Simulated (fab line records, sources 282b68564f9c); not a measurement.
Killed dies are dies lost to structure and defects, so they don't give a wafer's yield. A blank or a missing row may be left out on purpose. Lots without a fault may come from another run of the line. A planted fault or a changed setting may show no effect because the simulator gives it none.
Which tool did it? | flow rit_cmos | 14 lots, 42 wafers sampled, at 5 steps of a route of 202

WHAT THE GAUGES READ, wafer by wafer
RIT_WELLDRIVE_RS_MEAS_02: measures by four-point-probe. Usual: PWELL_RS 426.3 ohm/sq, standard deviation 1.2.
lot  | measured    | on            | PWELL_RS (ohm/sq) | flag
L584 | day 2 05:32 | film_metro-04 | 426.3 425.1 426.9 |
L585 | day 2 11:41 | film_metro-03 | 424.9 425.6 425.4 |
L587 | day 2 21:16 | film_metro-03 | 425.4 426.3 424.8 |
L588 | day 3 02:22 | film_metro-03 | 427.6 426.2 426.6 |
L590 | day 3 13:32 | film_metro-03 | 425.3 425.5 425.7 |
L591 | day 3 20:31 | film_metro-04 | 428.0 427.6 428.0 |
L593 | day 4 02:50 | film_metro-03 | 425.3 426.0 425.8 |
L594 | day 4 09:12 | film_metro-03 | 424.1 424.3 423.8 |
L596 | day 4 18:55 | film_metro-02 | 426.3 425.3 427.1 |
L602 | day 5 22:47 | film_metro-02 | 459.2 458.8 458.6 | OFF
L604 | day 6 13:11 | film_metro-02 | 458.9 459.6 461.0 | OFF
L605 | day 6 15:12 | film_metro-03 | 424.7 425.7 426.6 |
L606 | day 6 19:22 | film_metro-02 | 427.3 428.0 425.9 |
L607 | day 7 02:46 | film_metro-03 | 424.0 423.1 424.8 |

RIT_GATE_CD_MEAS_16: target cd 150 nm. Usual: cd_nm 150.4 nm, standard deviation 2.5.
lot  | measured    | on        | cd_nm (nm)        | flag
L584 | day 2 13:26 | cd_sem-01 | 150.7 151.2 151.7 |
L585 | day 2 21:33 | cd_sem-02 | 149.0 148.2 149.8 |
L587 | day 3 10:20 | cd_sem-01 | 152.5 154.3 153.4 |
L588 | day 3 14:46 | cd_sem-01 | 148.3 147.1 147.9 |
L590 | day 3 23:37 | cd_sem-01 | 150.7 150.8 149.8 |
L591 | day 4 08:08 | cd_sem-02 | 147.3 147.9 148.9 |
L593 | day 4 11:04 | cd_sem-01 | 151.9 151.5 149.8 |
L594 | day 4 20:24 | cd_sem-01 | 154.0 154.7 152.7 |
L596 | day 5 06:40 | cd_sem-02 | 151.5 150.1 152.3 |
L602 | day 6 06:59 | cd_sem-01 | 153.4 152.3 152.2 |
L604 | day 6 21:04 | cd_sem-01 | 144.0 145.5 144.3 |
L605 | day 6 23:32 | cd_sem-02 | 154.4 151.5 151.9 |
L606 | day 7 03:47 | cd_sem-01 | 148.7 148.7 149.5 |
L607 | day 7 12:03 | cd_sem-02 | 151.1 151.3 151.2 |

RIT_SPACER_THK_MEAS_04. Usual: SPACER_NITRIDE_THK 250.9 nm, standard deviation 2.3.
lot  | measured    | on            | SPACER_NITRIDE_THK (nm) | flag
L584 | day 2 22:32 | film_metro-02 | 247.4 246.1 248.2       |
L585 | day 3 06:47 | film_metro-02 | 247.3 249.8 248.0       |
L587 | day 3 20:03 | film_metro-02 | 254.2 253.7 254.2       |
L588 | day 3 23:43 | film_metro-02 | 251.6 252.0 252.1       |
L590 | day 4 12:20 | film_metro-01 | 254.8 254.5 256.9       |
L591 | day 4 17:11 | film_metro-01 | 250.4 251.9 252.5       |
L593 | day 4 21:17 | film_metro-03 | 248.8 251.7 249.6       |
L594 | day 5 05:38 | film_metro-03 | 247.7 248.7 249.6       |
L596 | day 5 15:50 | film_metro-02 | 255.0 253.9 253.8       |
L602 | day 6 17:27 | film_metro-03 | 247.9 250.1 249.9       |
L604 | day 7 06:05 | film_metro-03 | 250.6 248.6 249.7       |
L605 | day 7 08:39 | film_metro-03 | 247.8 248.9 248.0       |
L606 | day 7 14:02 | film_metro-02 | 250.1 249.6 249.9       |
L607 | day 7 21:19 | film_metro-03 | 249.8 248.8 249.5       |

WHICH TOOL RAN EACH LOT (tool, then ch and the chambers of the sampled wafers, then the start)
lot  | RIT_PWELL_IMPLANT_08           | RIT_NLDD_STRIP_09
L584 | implanter-04 ch 0, day 1 23:44 | plasma_asher-01 ch 0,1, day 2 18:34
L585 | implanter-04 ch 0, day 2 04:34 | plasma_asher-04 ch 0,1, day 3 02:41
L587 | implanter-04 ch 0, day 2 14:43 | plasma_asher-01 ch 0,1, day 3 16:02
L588 | implanter-03 ch 0, day 2 19:59 | plasma_asher-03 ch 0,1, day 3 19:49
L590 | implanter-03 ch 0, day 3 06:33 | plasma_asher-04 ch 0,1, day 4 06:27
L591 | implanter-01 ch 0, day 3 14:55 | plasma_asher-03 ch 0,1, day 4 13:07
L593 | implanter-04 ch 0, day 3 20:51 | plasma_asher-01 ch 0,1, day 4 16:52
L594 | implanter-01 ch 0, day 4 02:07 | plasma_asher-01 ch 0,1, day 5 01:23
L596 | implanter-03 ch 0, day 4 12:25 | plasma_asher-04 ch 0,1, day 5 11:48
L602 | implanter-04 ch 0, day 5 17:06 | plasma_asher-01 ch 0,1, day 6 13:30
L604 | implanter-04 ch 0, day 6 06:24 | plasma_asher-04 ch 0,1, day 7 02:08
L605 | implanter-03 ch 0, day 6 09:37 | plasma_asher-03 ch 0,1, day 7 04:37
L606 | implanter-03 ch 0, day 6 13:20 | plasma_asher-03 ch 0,1, day 7 09:57
L607 | implanter-03 ch 0, day 6 20:53 | plasma_asher-03 ch 0,1, day 7 17:18
- RIT_PWELL_IMPLANT_08
- RIT_NLDD_STRIP_09: strips in O2, time 180 s.

WHAT THE TOOLS THEMSELVES READ (means of the sampled wafers that have a number; where no wafer has one, the mark that the record gives instead)
RIT_PWELL_IMPLANT_08. Usual: beam_on_s 10.00 s, standard deviation 0.22; tilt_deg 7.001 degrees, standard deviation 0.022.
lot  | tool         | beam_on_s (s) | tilt_deg (degrees) | flag
L584 | implanter-04 | 10.07         | 7.027              |
L585 | implanter-04 | 9.89          | 6.966              |
L587 | implanter-04 | 9.96          | 7.007              |
L588 | implanter-03 | 9.97          | 6.983              |
L590 | implanter-03 | 9.80          | 6.980              |
L591 | implanter-01 | 9.82          | 7.021              |
L593 | implanter-04 | 10.17         | 7.016              |
L594 | implanter-01 | 10.08         | 6.994              |
L596 | implanter-03 | 10.14         | 7.017              |
L602 | implanter-04 | 9.81          | 6.993              |
L604 | implanter-04 | 10.07         | 7.005              |
L605 | implanter-03 | 10.03         | 6.983              |
L606 | implanter-03 | 10.05         | 6.997              |
L607 | implanter-03 | 10.08         | 6.954              |

RIT_NLDD_STRIP_09. Usual: drypump_motor_current_A 5.7 A, standard deviation 0.62.
lot  | tool            | drypump_motor_current_A (A) | flag
L584 | plasma_asher-01 | 5.4                         |
L585 | plasma_asher-04 | 5.8                         |
L587 | plasma_asher-01 | 5.9                         |
L588 | plasma_asher-03 | 5.4                         |
L590 | plasma_asher-04 | 5.8                         |
L591 | plasma_asher-03 | 5.4                         |
L593 | plasma_asher-01 | 5.9                         |
L594 | plasma_asher-01 | 5.4                         |
L596 | plasma_asher-04 | 5.8                         |
L602 | plasma_asher-01 | 5.9                         |
L604 | plasma_asher-04 | 5.8                         |
L605 | plasma_asher-03 | 5.4                         |
L606 | plasma_asher-03 | 5.4                         |
L607 | plasma_asher-03 | 5.5                         |

THE ANSWER, worked out from the rows above alone
Rule: a lot is off if the mean of its wafers that have a number lies more than 3 standard deviations from the usual mean. A lot without any number at a reading at which 4 lots or more have one is off too. The other lots that the step has rows for count as sound. The gauges are gone through in route order, then the tools' own readings, and for those a lot's mean is taken as printed above. The first step at which some lot is off is used, and at that step the reading that is off furthest; a lot without a number counts as furthest.
Off: L602, L604, at RIT_WELLDRIVE_RS_MEAS_02 (PWELL_RS).
A tool fits if, at a process step before that reading, it ran every lot that is off, and no sound lot after the first of them. The gauges at RIT_WELLDRIVE_RS_MEAS_02 are tried like those tools. One fits: implanter-04 at RIT_PWELL_IMPLANT_08. Its last sound lot is L593 (day 3 20:51), its first lot that is off L602 (day 5 17:06): a fault that began between those two fits.

WHAT THE SIMULATOR HAD PUT IN
Process parameter drift: implanter-04, from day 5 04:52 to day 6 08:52, at RIT_PWELL_IMPLANT_08. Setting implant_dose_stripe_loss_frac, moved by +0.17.
Lots struck among those shown: L602, L604. The rule above found the same.
